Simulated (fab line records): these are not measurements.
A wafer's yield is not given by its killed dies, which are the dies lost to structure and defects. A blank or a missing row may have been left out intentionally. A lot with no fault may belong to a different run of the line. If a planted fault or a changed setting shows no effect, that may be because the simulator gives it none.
fab line records	flow rit-cmos
record: lots: 5	wafers: 15	last-day: 7
route steps=202 shown ACTIVE@2 FOX1@20 FOX2@23 M1@202
lots that met no fault: taken from a fault-free run of the same line
start-h: start of the lot's first displayed wafer, in hours after the record's first day	wait-h: how many hours have passed since the lot's step before this one	" as in the row above	L1.1+2: a single row standing in for several wafers	- no value, or no start was given	* or withheld: withheld	< > ~ a bound
route shown NAME@n: NAME is a module with steps in the file, n the number in the route of the first one	usual: the fault-free wafers' mean and standard deviation	same: alike in all rows	chamber/n: place in a boat	sites: the reading at each site	_std_site: their standard deviation	_edge_site: the outer-site mean with the inner-site mean subtracted	radius-mm: for every site, how far away it sits from the centre of the wafer	mask NAME#n: copy n	behind: the most recent tool/chamber to have shaped the wafer	hold: why the lot went on hold/how many hours it stayed there/how the hold came to an end	device: which transistor (n, p or np) failed to switch	end of line: at the end of the route, the tests of the same wafers	where a step has no rows: the recipe by itself	killed: dies that structure and defects cost at the first sort, which is not the same as the wafer's yield	map: the dies of a wafer, with x for killed, . for not killed, _ for no die there
set.NAME: the run value of the setting; set.NAME@STEP: its run value at that earlier step	model.NAME: the simulator's own value behind a step, which no gauge read
lots at some steps of the route; a table a step, a row a wafer
services: when a tool's chamber went out of use (start-h, in hours from the record's first day, below 0 if earlier), for how many hours, and the reason
== steps ==
step: RIT_ACTIVE_OXIDATION_01
recipe: temp-c: 1000	ambient: O2	target-thk-a: 468	ox-time-s: 3360
step: RIT_ACTIVE_THK_MEAS_02
recipe: reads: SiO2_of_ACTIVE_OXIDATION_01
usual: ACTIVE_OXIDE_THK: 46.8/0.79
lot.wafer	tool	chamber	start-h	wait-h	ACTIVE_OXIDE_THK[nm]
L596.1	film-metro-03	-	17.05	0.0	46.5
L596.4	"	-	"	"	46.9
L596.6	"	-	"	"	46.3
L602.2	film-metro-01	-	47.06	0.0	46.7
L602.4	"	-	"	"	46.6
L602.6	"	-	"	"	47.1
L611.3	film-metro-03	-	93.35	0.0	46.6
L611.4	"	-	"	"	47.2
L611.5	"	-	"	"	45.8
L614.1	film-metro-02	-	107.92	0.0	47.5
L614.2	"	-	"	"	48.1
L614.4	"	-	"	"	47.6
L618.1	film-metro-02	-	127.05	0.0	47.7
L618.2	"	-	"	"	48.0
L618.6	"	-	"	"	48.1
step: RIT_ACTIVE_CVD_03
recipe: material: Si3N4	target-thk-nm: 150	temp-c: 810	precursor: SiH2Cl2/NH3	time-s: 1500	pressure-mtorr: 300	sih2cl2-flow-sccm: 60	nh3-flow-sccm: 150
step: RIT_ACTIVE_THK_MEAS_04
recipe: reads: Si3N4_of_ACTIVE_CVD_03
usual: ACTIVE_NITRIDE_THK: 150.4/1.4
lot.wafer	tool	chamber	start-h	wait-h	ACTIVE_NITRIDE_THK[nm]
L596.1	film-metro-03	-	18.53	0.0	152.8
L596.4	"	-	"	"	153.2
L596.6	"	-	"	"	151.6
L602.2	film-metro-02	-	48.54	0.0	149.4
L602.4	"	-	"	"	147.9
L602.6	"	-	"	"	149.1
L611.3	film-metro-03	-	94.83	0.0	150.3
L611.4	"	-	"	"	149.1
L611.5	"	-	"	"	151.2
L614.1	film-metro-01	-	109.40	0.0	150.0
L614.2	"	-	"	"	149.5
L614.4	"	-	"	"	148.7
L618.1	film-metro-03	-	128.53	0.0	151.2
L618.2	"	-	"	"	150.8
L618.6	"	-	"	"	149.6
step: RIT_ACTIVE_HMDS_05
recipe: prime-time-s: 60	prime-temp-c: 140
step: RIT_ACTIVE_COAT_06
recipe: resist: NOVOLAK	spin-rpm: 3250	resist-thk-nm: 1000
step: RIT_ACTIVE_SOFTBAKE_07
recipe: resist: NOVOLAK	temp-c: 90	time-s: 60
step: RIT_ACTIVE_EXPOSE_08
recipe: mask-id: M1	na: 0.6	source-shape: conventional	sigma-outer: 0.6	target-cd-nm: 1400	dose-mj: 225
step: RIT_ACTIVE_PEB_09
recipe: resist: NOVOLAK	temp-c: withheld	time-s: withheld
step: RIT_ACTIVE_DEVELOP_10
recipe: resist: NOVOLAK	develop-time-s: 50	dev-temp-c: 23
step: RIT_ACTIVE_CD_MEAS_11
recipe: target-cd-nm: 1400
usual: cd-nm: 1399.9/2.2
lot.wafer	tool	chamber	start-h	wait-h	cd-nm
L596.1	cd-sem-02	-	19.56	-	1396.9
L596.4	"	-	"	"	1397.1
L596.6	"	-	"	"	1396.3
L602.2	cd-sem-02	-	49.58	-	1399.8
L602.4	"	-	"	"	1397.8
L602.6	"	-	"	"	1398.5
L611.3	cd-sem-01	-	95.95	-	1401.7
L611.4	"	-	"	"	1399.0
L611.5	"	-	"	"	1400.6
L614.1	cd-sem-02	-	110.43	-	1401.2
L614.2	"	-	"	"	1400.6
L614.4	"	-	"	"	1403.4
L618.1	cd-sem-02	-	129.56	-	1398.1
L618.2	"	-	"	"	1395.6
L618.6	"	-	"	"	1396.1
step: RIT_ACTIVE_HARDBAKE_12
recipe: resist: NOVOLAK	temp-c: 140	time-s: 60
step: RIT_ACTIVE_ETCH_13
recipe: stop-on: SiO2	chemistry: SF6	target: Si3N4	time-s: 210	over-etch-frac: 0.4	SF6_flow_sccm: 200	pressure-mtorr: 260	rf-w: 125	target-depth-a: 2100
usual: drypump-motor-current-A: 5.9/0.45	oes-product-au: 0.826/0.015	over-etch-frac: 0.4/0	throttle-valve-pct: 7.55/0.13
lot.wafer	tool	chamber	start-h	wait-h	drypump-motor-current-A	oes-product-au	over-etch-frac	rf-hours-counter-h	throttle-valve-pct	model.NOVOLAK_of_ACTIVE_COAT_06.thk-nm	model.ACTIVE.feature-depth-nm	model.SiO2_of_ACTIVE_OXIDATION_01.thk-nm
L596.1	rie-diel-04	1	19.83	0.1	5.9	0.852	0.4	134	7.56	650.1	153.7	45.59
L596.4	"	3	"	"	5.6	0.810	0.4	162	7.61	652	153.6	46.57
L596.6	"	2	"	"	6.0	0.828	0.4	-	7.63	650	152	45.87
L602.2	rie-diel-03	1	49.83	0.1	5.7	0.832	0.4	115	7.77	658.2	149.3	46.64
L602.4	"	0	"	"	6.0	0.836	0.4	-	7.66	657.5	148	46.54
L602.6	"	3	"	"	6.3	0.817	0.4	-	7.43	652.7	149.4	46.77
L611.3	rie-diel-01	0	96.18	0.1	5.4	0.794	0.4	125	7.63	655.9	150.3	46.63
L611.4	"	2	"	"	5.5	0.830	0.4	42	7.43	656	149.2	47.28
L611.5	"	1	"	"	6.8	0.818	0.4	-	7.33	648.9	152.1	44.93
L614.1	rie-diel-01	3	110.70	0.1	5.5	0.818	0.4	23	7.39	659.9	150.3	47.06
L614.2	"	0	"	"	5.4	0.802	0.4	125	7.62	659	149.6	48.02
L614.4	"	2	"	"	5.5	0.718	0.84824	42	7.39	587.3	171	25.25
L618.1	rie-diel-03	3	129.83	0.1	6.3	0.814	0.4	5	7.43	653.6	151.6	47.34
L618.2	"	1	"	"	5.7	0.842	0.4	117	7.77	653.5	150.8	48.03
L618.6	"	3	"	"	6.3	0.824	0.4	-	7.44	652.1	150	47.74
step: RIT_ACTIVE_STRIP_14
recipe: chemistry: O2	time-s: 180	resist: NOVOLAK	platen-temp-c: withheld	power-w: 500	pressure-mtorr: 4000	o2-flow-sccm: 4000
usual: drypump-motor-current-A: 5.5/0.68
lot.wafer	tool	chamber	start-h	wait-h	drypump-motor-current-A	rf-hours-counter-h
L596.1	plasma-asher-03	1	19.97	0.1	5.0	36
L596.4	"	1	"	"	5.1	-
L596.6	"	0	"	"	6.3	-
L602.2	plasma-asher-03	0	49.97	0.1	6.3	39
L602.4	"	0	"	"	6.3	-
L602.6	"	1	"	"	5.0	-
L611.3	plasma-asher-04	1	96.37	0.1	6.5	-
L611.4	"	0	"	"	5.0	-
L611.5	"	0	"	"	5.0	-
L614.1	plasma-asher-01	0	110.84	0.1	5.2	31
L614.2	"	1	"	"	4.8	31
L614.4	"	1	"	"	4.8	-
L618.1	plasma-asher-03	0	129.97	0.1	6.3	47
L618.2	"	1	"	"	5.0	47
L618.6	"	0	"	"	6.3	-
step: RIT_ACTIVE_CD_MEAS_90
recipe: target-cd-nm: 1400
usual: cd-nm: 1399.9/2.2
lot.wafer	tool	chamber	start-h	wait-h	cd-nm
L596.1	cd-sem-02	-	20.14	0.1	1396.6
L596.4	"	-	"	"	1397.7
L596.6	"	-	"	"	1396.3
L602.2	cd-sem-02	-	50.16	0.1	1399.8
L602.4	"	-	"	"	1397.4
L602.6	"	-	"	"	1398.1
L611.3	cd-sem-02	-	96.53	0.1	1401.7
L611.4	"	-	"	"	1399.4
L611.5	"	-	"	"	1400.8
L614.1	cd-sem-02	-	111.01	0.1	1401.1
L614.2	"	-	"	"	1400.4
L614.4	"	-	"	"	1403.6
L618.1	cd-sem-01	-	130.14	0.1	1398.4
L618.2	"	-	"	"	1395.5
L618.6	"	-	"	"	1396.4
step: RIT_ACTIVE_CLEAN_15
recipe: chemistry: SC1	mix: 3:3:50	time-s: 600	temp-c: 75
step: RIT_ACTIVE_CLEAN_16
recipe: chemistry: dHF	dilution: 50:1	time-s: 30
step: RIT_ACTIVE_CLEAN_17
recipe: chemistry: SC2	mix: 3:3:50	time-s: 600	temp-c: 75	dry: n2-spin
step: RIT_FOX1_OXIDATION_00
recipe: temp-c: 1100	ambient: H2O	target-thk-a: 3507	p-h2o-torr: 720	ox-time-s: 1130
step: RIT_FOX1_THK_MEAS_01
recipe: reads: SiO2_of_FOX1_OXIDATION_00
usual: FOX1_OXIDE_THK: 349/4.8
lot.wafer	tool	chamber	start-h	wait-h	FOX1_OXIDE_THK[nm]
L596.1	film-metro-04	-	21.94	0.0	342
L596.4	"	-	"	"	350
L596.6	"	-	"	"	352
L602.2	film-metro-01	-	52.91	0.0	343
L602.4	"	-	"	"	350
L602.6	"	-	"	"	347
L611.3	film-metro-04	-	101.18	0.0	346
L611.4	"	-	"	"	353
L611.5	"	-	"	"	352
L614.1	film-metro-01	-	116.01	0.0	355
L614.2	"	-	"	"	353
L614.4	"	-	"	"	354
L618.1	film-metro-04	-	132.93	0.0	344
L618.2	"	-	"	"	339
L618.6	"	-	"	"	334
step: RIT_FOX1_WET_ETCH_02
recipe: chemistry: BOE	target-depth-nm: 350	time-s: 390	temp-c: 21.5	dry: n2-spin	dilution: 10:1	target: SiO2
step: RIT_FOX2_OXIDATION_00
recipe: temp-c: 1100	ambient: H2O	target-thk-a: 3507	p-h2o-torr: 720	ox-time-s: 1130
step: RIT_FOX2_THK_MEAS_01
recipe: reads: SiO2_of_FOX2_OXIDATION_00
usual: FOX2_OXIDE_THK: 348/6.3
lot.wafer	tool	chamber	start-h	wait-h	FOX2_OXIDE_THK[nm]
L596.1	film-metro-03	-	23.43	0.0	342
L596.4	"	-	"	"	341
L596.6	"	-	"	"	337
L602.2	film-metro-03	-	55.58	0.0	350
L602.4	"	-	"	"	347
L602.6	"	-	"	"	346
L611.3	film-metro-02	-	104.69	0.0	358
L611.4	"	-	"	"	354
L611.5	"	-	"	"	354
L614.1	film-metro-04	-	120.11	0.0	353
L614.2	"	-	"	"	354
L614.4	"	-	"	"	353
L618.1	film-metro-03	-	134.43	0.0	343
L618.2	"	-	"	"	339
L618.6	"	-	"	"	342
step: RIT_FOX2_CLEAN_02
recipe: chemistry: dHF	dilution: 50:1	time-s: 180
step: RIT_FOX2_WET_ETCH_03
recipe: chemistry: H3PO4	target: Si3N4	target-depth-nm: 195	temp-c: 165	time-s: 2700
lot.wafer	tool	chamber	start-h	wait-h	model.SiO2_of_ACTIVE_OXIDATION_01.thk-nm
L596.1	wet-bench-03	1	23.55	0.0	40.49
L596.4	"	1	"	"	41.37
L596.6	"	1	"	"	40.75
L602.2	wet-bench-01	3	55.69	0.0	41.37
L602.4	"	3	"	"	41.29
L602.6	"	3	"	"	41.49
L611.3	wet-bench-01	3	104.79	0.0	41.52
L611.4	"	3	"	"	42.11
L611.5	"	3	"	"	40.03
L614.1	wet-bench-03	2	120.23	0.0	42.01
L614.2	"	2	"	"	42.83
L614.4	"	2	"	"	22.54
L618.1	wet-bench-01	0	134.55	0.0	42.2
L618.2	"	0	"	"	42.81
L618.6	"	0	"	"	42.56
step: RIT_FOX2_THK_MEAS_90
recipe: reads: SiO2_of_FOX2_OXIDATION_00
usual: FIELD_OXIDE_LEFT_1_THK: 321/6.3
lot.wafer	tool	chamber	start-h	wait-h	FIELD_OXIDE_LEFT_1_THK[nm]
L596.1	film-metro-04	-	24.31	0.0	315
L596.4	"	-	"	"	314
L596.6	"	-	"	"	310
L602.2	film-metro-03	-	56.46	0.0	322
L602.4	"	-	"	"	320
L602.6	"	-	"	"	318
L611.3	film-metro-04	-	105.57	0.0	331
L611.4	"	-	"	"	326
L611.5	"	-	"	"	327
L614.1	film-metro-02	-	120.98	0.0	326
L614.2	"	-	"	"	327
L614.4	"	-	"	"	326
L618.1	film-metro-03	-	136.07	0.0	315
L618.2	"	-	"	"	312
L618.6	"	-	"	"	315
step: RIT_M1_PROBE_99
usual: killed-at-contacts: 0.1/0.24	killed-at-front-end: 6.6/2.7	killed-dies: 6.6/2.7	killed-open: 3.3/1.8	killed-short: 3.4/1.9
same: gross-dies: 264	killed_at_M0_to_M3: 0	killed_at_M4_up: 0	killed-at-back-side: 0	killed-at-other: 0
lot.wafer	tool	chamber	start-h	wait-h	killed-at-contacts	killed-at-front-end	killed-dies	killed-open	killed-short	model.etest.poly-comb-over-steps.leak-log10-a-um
L596.1	prober-02	-	61.68	0.1	0	1	1	0	1	-12.7
L596.4	prober-02	-	61.83	0.2	0	10	10	8	2	-12.77
L596.6	prober-02	-	61.93	0.2	0	13	13	7	6	-12.3
L602.2	prober-02	-	95.00	0.1	0	11	11	4	7	-12.71
L602.4	prober-02	-	95.10	0.2	0	9	9	3	6	-12.92
L602.6	prober-02	-	95.20	0.2	0	5	5	0	5	-12.93
L611.3	prober-01	-	148.91	0.2	1	6	7	4	3	-12.75
L611.4	prober-01	-	148.96	0.2	0	3	3	2	1	-12.8
L611.5	prober-01	-	149.01	0.2	0	4	4	4	0	-12.94
L614.1	prober-02	-	160.90	0.1	0	7	7	3	4	-12.7
L614.2	prober-02	-	160.95	0.1	0	10	10	6	4	-12.67
L614.4	prober-02	-	161.05	0.2	0	14	14	6	5	-12.26
L618.1	prober-02	-	173.53	0.1	0	6	6	4	2	-12.41
L618.2	prober-02	-	173.58	0.1	0	7	7	4	3	-12.42
L618.6	prober-02	-	173.78	0.2	0	4	4	2	2	-12.69
killed by level:class
L596.1 SILICIDE:geometric-particle:short=1
L596.4 FOX1:geometric-particle:open=3 FOX2:geometric-particle:open=2 SPACER:geometric-particle:open=2 FOX2:geometric-particle:short=1 GATE:geometric-particle:short=1 GATE:geometric-particle:open=1
L596.6 FOX1:geometric-particle:open=3 SPACER:geometric-particle:short=3 FOX2:geometric-particle:short=2 FOX2:geometric-particle:open=2 GATE:geometric-particle:open=1 REOX:geometric-particle:open=1 REOX:geometric-particle:short=1
L602.2 SPACER:geometric-particle:short=4 GATE:geometric-particle:open=2 FOX1:geometric-particle:short=1 FOX2:geometric-particle:short=1 FOX2:geometric-particle:open=1 GATE:geometric-particle:short=1 SILICIDE:geometric-particle:open=1
L602.4 FOX1:geometric-particle:short=2 SPACER:geometric-particle:open=2 FOX1:geometric-particle:open=1 GATE:geometric-particle:short=1 REOX:geometric-particle:short=1 SPACER:geometric-particle:short=1 SILICIDE:geometric-particle:short=1
L602.6 SPACER:geometric-particle:short=2 FOX1:geometric-particle:short=1 FOX2:geometric-particle:short=1 REOX:geometric-particle:short=1
L611.3 FOX2:geometric-particle:open=2 FOX1:geometric-particle:open=1 GATE:geometric-particle:open=1 GATE:geometric-particle:short=1 SILICIDE:geometric-particle:short=1 CONTACT:geometric-particle:short=1
L611.4 GATE:geometric-particle:open=2 GATE:geometric-particle:short=1
L611.5 REOX:geometric-particle:open=2 FOX2:geometric-particle:open=1 GATE:geometric-particle:open=1
L614.1 SILICIDE:geometric-particle:open=2 SILICIDE:geometric-particle:short=1 FOX2:geometric-particle:short=1 FOX2:geometric-particle:open=1 GATE:geometric-particle:short=1 REOX:geometric-particle:short=1
L614.2 FOX1:geometric-particle:open=2 FOX2:geometric-particle:short=2 FOX2:geometric-particle:open=1 GATE:geometric-particle:open=1 GATE:geometric-particle:short=1 REOX:geometric-particle:short=1 REOX:geometric-particle:open=1 SILICIDE:geometric-particle:open=1
L614.4 ACTIVE:area-etch=3 FOX1:geometric-particle:open=2 GATE:geometric-particle:open=2 GATE:geometric-particle:short=2 REOX:geometric-particle:short=2 FOX1:geometric-particle:short=1 REOX:geometric-particle:open=1 SILICIDE:geometric-particle:open=1
L618.1 SPACER:geometric-particle:open=2 GATE:geometric-particle:open=1 GATE:geometric-particle:short=1 SPACER:geometric-particle:short=1 SILICIDE:geometric-particle:open=1
L618.2 FOX1:geometric-particle:open=1 GATE:geometric-particle:open=1 REOX:geometric-particle:open=1 REOX:geometric-particle:short=1 SPACER:geometric-particle:short=1 SPACER:geometric-particle:open=1 SILICIDE:geometric-particle:short=1
L618.6 FOX2:geometric-particle:open=2 FOX2:geometric-particle:short=1 GATE:geometric-particle:short=1
== services ==
tool	chamber	start-h	hours	kind
wet-bench-01	-	7.91	1.9	pm
rie-diel-03	1	11.05	4.1	repair
plasma-asher-03	-	11.19	8.2	pm
rie-diel-03	2	19.47	10.6	repair
rie-diel-03	0	20.97	8.3	repair
rie-diel-04	0	21.44	8.9	repair
rie-diel-03	2	30.08	-	clean
rie-diel-03	2	30.08	16.6	scheduled-down
rie-diel-03	2	30.08	16.6	vent-cycle
plasma-asher-04	-	39.45	0.6	repair
rie-diel-04	-	46.30	14.6	pm
rie-diel-03	2	49.00	5.9	repair
plasma-asher-01	-	73.99	2.6	repair
rie-diel-04	0	87.92	-	clean
rie-diel-04	0	87.92	14.5	scheduled-down
rie-diel-04	0	87.92	14.5	vent-cycle
rie-diel-04	2	99.12	2.3	repair
rie-diel-04	2	102.39	-	clean
rie-diel-04	2	102.39	20.0	scheduled-down
rie-diel-04	2	102.39	20.0	vent-cycle
plasma-asher-03	-	111.94	2.0	repair
rie-diel-04	3	122.35	-	clean
rie-diel-04	3	122.35	20.5	scheduled-down
rie-diel-04	3	122.35	20.5	vent-cycle
== key ==
first-sign: step: RIT_ACTIVE_ETCH_13	reading: over-etch-frac	direction: up	sigmas: 99+	usual: 0.4	struck: 0.84824
effect: step: RIT_ACTIVE_ETCH_13	reading: oes-product-au	direction: down	sigmas: 7.2	usual: 0.826	struck: 0.718
model-effect: step: RIT_ACTIVE_ETCH_13	value: NOVOLAK_of_ACTIVE_COAT_06.thk-nm	without: 660.5	struck: 587.3
model-effect: step: RIT_FOX2_WET_ETCH_03	value: SiO2_of_ACTIVE_OXIDATION_01.thk-nm	without: 42.47	struck: 22.54
model-effect: step: RIT_M1_PROBE_99	value: etest.poly-comb-over-steps.leak-log10-a-um	without: -12.49	struck: -12.26
met-at RIT_ACTIVE_ETCH_13
struck-wafers L614.4
tester-left-out L614
onset-between 96.18 110.70
fault: kind: process-parameter-drift	tool: rie-diel-01	chamber: 2	onset-h: 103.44	steps: RIT_ACTIVE_ETCH_13	channel: over-etch-frac	offset: 0.44824	shape: step	end-h: 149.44	acts-in: these-recipes-only	stated: 0.4
tester-left-out: of these lots the tester's yield and bins aren't shown, on N5 and GAA mostly nor the transistor test; their killed dies are dies lost to structure and defects alone, not to doping, threshold or leakage, so they don't give the yield
